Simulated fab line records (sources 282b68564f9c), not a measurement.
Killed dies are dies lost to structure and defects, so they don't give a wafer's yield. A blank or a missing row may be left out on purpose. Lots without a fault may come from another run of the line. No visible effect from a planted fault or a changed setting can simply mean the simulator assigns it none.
Problem report, 8D (eight disciplines) form, completed by code    flow rit_cmos    the parts of the form that need people (team, actions taken, sign-off) are left out

== 1. WHAT WENT WRONG ==
Mean NLDD_TW at RIT_NLDD_TW_MEAS_10: 2337 over 6 wafers in 2 lots; fault-free wafers: 2498, standard deviation 29. That puts it -5.5 standard deviations away from the usual mean.
Earliest sighting: wafer L391.1 on film_metro-02 at day 5 15:22. Wafers with a number at this step in the record: 42, from 14 lots. By rule, "out" or "out of limits" means more than 4 standard deviations away from the usual mean. The other wafers with a number count as sound.

== 2. WHAT IT IS AND WHAT IT IS NOT ==
question                     is                            is not
which readings at this step  NLDD_TW                       -
which lots                   L391, L392                    L377, L378, L379, L381, L383, L385, L387, L394, L397, L398, L399, L400
which wafers of those lots   all that have a number        -
read on which gauges         film_metro-02, film_metro-03  film_metro-01
when                         from day 5 15:22              up to then (21 sound wafers); but 15 sound wafers of L394, L397, L398, L399, L400 came after

== 3. WHAT RULES OUT EACH SUSPECT ==
Counting: a tool at any process step up to the reading remains a suspect when it ran all the lots that are out and ran no sound lot after the first of those.
- the gauge at RIT_NLDD_TW_MEAS_10 is ruled out. The wafers that are out were read on 2 gauges (film_metro-02, film_metro-03).
- implanter-02 at RIT_NLDD_IMPLANT_08: kept. It processed each lot that is out, first L391 at day 5 15:02, and no sound lot thereafter; up to then, the last sound lot it processed was L387 at day 4 20:44.
The count leaves implanter-02 at RIT_NLDD_IMPLANT_08.

== 4. THE CAUSE (what the simulator had put in) ==
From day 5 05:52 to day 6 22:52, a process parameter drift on implanter-02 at RIT_NLDD_IMPLANT_08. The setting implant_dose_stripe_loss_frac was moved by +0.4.
The count eliminated every tool but this one.

== 5. THE CHAIN OF EFFECTS, in route order ==
Each row: a reading whose mean over the struck wafers that have a number lies more than 3 standard deviations from the usual. Scope: only readings with a usual standard deviation given in the record; hours: median across lots of the time from each lot's start at the first step in this table that gives one to its start at this step; sigmas: change in usual standard deviations.
hours  step                     reading  usual         on struck wafers  change  sigmas
0      RIT_NLDD_TW_MEAS_10      NLDD_TW  2498          2337              -161    -5.5
8      RIT_SDANNEAL_RS_MEAS_07  NLDD_RS  151.6 ohm/sq  186.3             +34.7   +65

== 6. WHAT WOULD HAVE CAUGHT IT SOONER ==
Counted from the fault's start at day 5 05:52, it took 10 hours until the first out-of-limits reading at a measuring or inspecting step in this record, taken at day 5 15:22.
Tool readings at RIT_NLDD_IMPLANT_08 with a usual standard deviation given in the record: none out on any struck wafer, hence no alarm at a limit of 4 standard deviations on them.
Among the 2 lots that are out, L392 began RIT_NLDD_IMPLANT_08 on implanter-02 after day 5 15:22. Holding the tool at that time would have saved it.
